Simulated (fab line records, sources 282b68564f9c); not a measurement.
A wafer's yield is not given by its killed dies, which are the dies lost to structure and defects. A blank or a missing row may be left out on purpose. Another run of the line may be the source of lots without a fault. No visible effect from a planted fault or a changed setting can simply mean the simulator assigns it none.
Tool commonality check :: flow rit_cmos :: Sample size 14 lots and 42 wafers

WHY THIS WAS OPENED
RIT_GATE_THK_MEAS_09, reading GATE_POLY_THK: flagged on 2 of 14 lots. Wafers without a fault read 248.0 nm, standard deviation 2.9.
Rule: a lot gets a flag if all its wafers with a number sit over 4 standard deviations from that mean, or if no wafer of it has a number. All remaining lots are regarded as sound.

lot: L910
measured: day 2 19:22
on: film_metro-01
GATE_POLY_THK (nm), wafer by wafer: 250.4 249.9 249.0
flag: 

lot: L911
measured: day 3 02:24
on: film_metro-01
GATE_POLY_THK (nm), wafer by wafer: 249.4 247.1 245.9
flag: 

lot: L912
measured: day 3 08:23
on: film_metro-03
GATE_POLY_THK (nm), wafer by wafer: 247.6 246.0 247.9
flag: 

lot: L914
measured: day 3 18:33
on: film_metro-03
GATE_POLY_THK (nm), wafer by wafer: 248.5 249.3 249.0
flag: 

lot: L913
measured: day 3 18:57
on: film_metro-02
GATE_POLY_THK (nm), wafer by wafer: 246.5 247.7 248.7
flag: 

lot: L915
measured: day 3 20:10
on: film_metro-01
GATE_POLY_THK (nm), wafer by wafer: 246.7 246.7 247.1
flag: 

lot: L918
measured: day 4 16:47
on: film_metro-01
GATE_POLY_THK (nm), wafer by wafer: 249.7 248.1 250.3
flag: 

lot: L919
measured: day 4 18:22
on: film_metro-02
GATE_POLY_THK (nm), wafer by wafer: 252.4 251.5 251.8
flag: 

lot: L921
measured: day 5 04:56
on: film_metro-03
GATE_POLY_THK (nm), wafer by wafer: 246.9 244.7 245.2
flag: 

lot: L923
measured: day 5 13:30
on: film_metro-03
GATE_POLY_THK (nm), wafer by wafer: 246.3 247.7 247.9
flag: 

lot: L925
measured: day 5 21:23
on: film_metro-01
GATE_POLY_THK (nm), wafer by wafer: 250.5 250.3 249.9
flag: 

lot: L930
measured: day 6 23:59
on: film_metro-03
GATE_POLY_THK (nm), wafer by wafer: 359.2 356.7 359.8
flag: FLAGGED

lot: L931
measured: day 7 07:43
on: film_metro-02
GATE_POLY_THK (nm), wafer by wafer: 354.7 354.0 353.5
flag: FLAGGED

lot: L932
measured: day 7 09:03
on: film_metro-01
GATE_POLY_THK (nm), wafer by wafer: 243.9 245.5 244.1
flag: 
Average over the flagged lots: 356.3 nm; offset from the usual +108.3 nm, equal to +37 standard deviations.

WHICH TOOL RAN EACH LOT
The record holds 1 process step before the reading, out of a route of 202 steps. Each cell gives the tool, then ch followed by the chambers the sampled wafers passed through, then the start.
lot: L910
flag: 
RIT_GATE_CVD_08: lpcvd-01 ch 1, day 2 16:56

lot: L911
flag: 
RIT_GATE_CVD_08: lpcvd-02 ch 1, day 3 00:47

lot: L912
flag: 
RIT_GATE_CVD_08: lpcvd-02 ch 0, day 3 06:45

lot: L914
flag: 
RIT_GATE_CVD_08: lpcvd-02 ch 0, day 3 16:55

lot: L913
flag: 
RIT_GATE_CVD_08: lpcvd-01 ch 0, day 3 16:29

lot: L915
flag: 
RIT_GATE_CVD_08: lpcvd-02 ch 1, day 3 18:32

lot: L918
flag: 
RIT_GATE_CVD_08: lpcvd-02 ch 0, day 4 14:21

lot: L919
flag: 
RIT_GATE_CVD_08: lpcvd-01 ch 0, day 4 15:56

lot: L921
flag: 
RIT_GATE_CVD_08: lpcvd-02 ch 1, day 5 03:19

lot: L923
flag: 
RIT_GATE_CVD_08: lpcvd-02 ch 1, day 5 11:52

lot: L925
flag: 
RIT_GATE_CVD_08: lpcvd-01 ch 0, day 5 19:47

lot: L930
flag: FLAGGED
RIT_GATE_CVD_08: lpcvd-01 ch 1, day 6 22:22

lot: L931
flag: FLAGGED
RIT_GATE_CVD_08: lpcvd-01 ch 1, day 7 06:07

lot: L932
flag: 
RIT_GATE_CVD_08: lpcvd-02 ch 1, day 7 07:26
What is done by these steps:
- RIT_GATE_CVD_08: deposits poly-Si from SiH4, target thk 250 nm, time 2220 s.
- RIT_GATE_THK_MEAS_09

FLAGGED OVER TOTAL, TOOL BY TOOL (the gauges that took the reading come last)
step: RIT_GATE_CVD_08
tool: lpcvd-01
lots run: 6
flagged: 2
share of the flagged lots: all
sound lots run after its first flagged lot: 0

step: RIT_GATE_CVD_08
tool: lpcvd-02
lots run: 8
flagged: 0
share of the flagged lots: none
sound lots run after its first flagged lot: -

step: RIT_GATE_THK_MEAS_09
tool: film_metro-01
lots run: 6
flagged: 0
share of the flagged lots: none
sound lots run after its first flagged lot: -

step: RIT_GATE_THK_MEAS_09
tool: film_metro-02
lots run: 3
flagged: 1
share of the flagged lots: some
sound lots run after its first flagged lot: 0

step: RIT_GATE_THK_MEAS_09
tool: film_metro-03
lots run: 5
flagged: 1
share of the flagged lots: some
sound lots run after its first flagged lot: 0

WHAT THE TABLE ALLOWS
Rows of the table that ran each flagged lot: 1, that is lpcvd-01 at RIT_GATE_CVD_08.
- lpcvd-01 at RIT_GATE_CVD_08 ran 6 lots, 2 of them flagged. It ran its last sound lot, L925, at day 5 19:47 and its first flagged lot, L930, at day 6 22:22: a fault with its onset between the two fits. Its own readings lie more than 4 standard deviations out on every wafer of the flagged lots: spike_tc_centre_C, spike_tc_source_C, susceptor_temp_C.
lpcvd-01 at RIT_GATE_CVD_08 is the single tool remaining.

WHAT THE SIMULATOR HAD INSERTED
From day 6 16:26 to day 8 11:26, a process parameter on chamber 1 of lpcvd-01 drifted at RIT_GATE_CVD_08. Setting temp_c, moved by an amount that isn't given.
Lots struck among those shown: L930, L931. Same finding as the rule above.
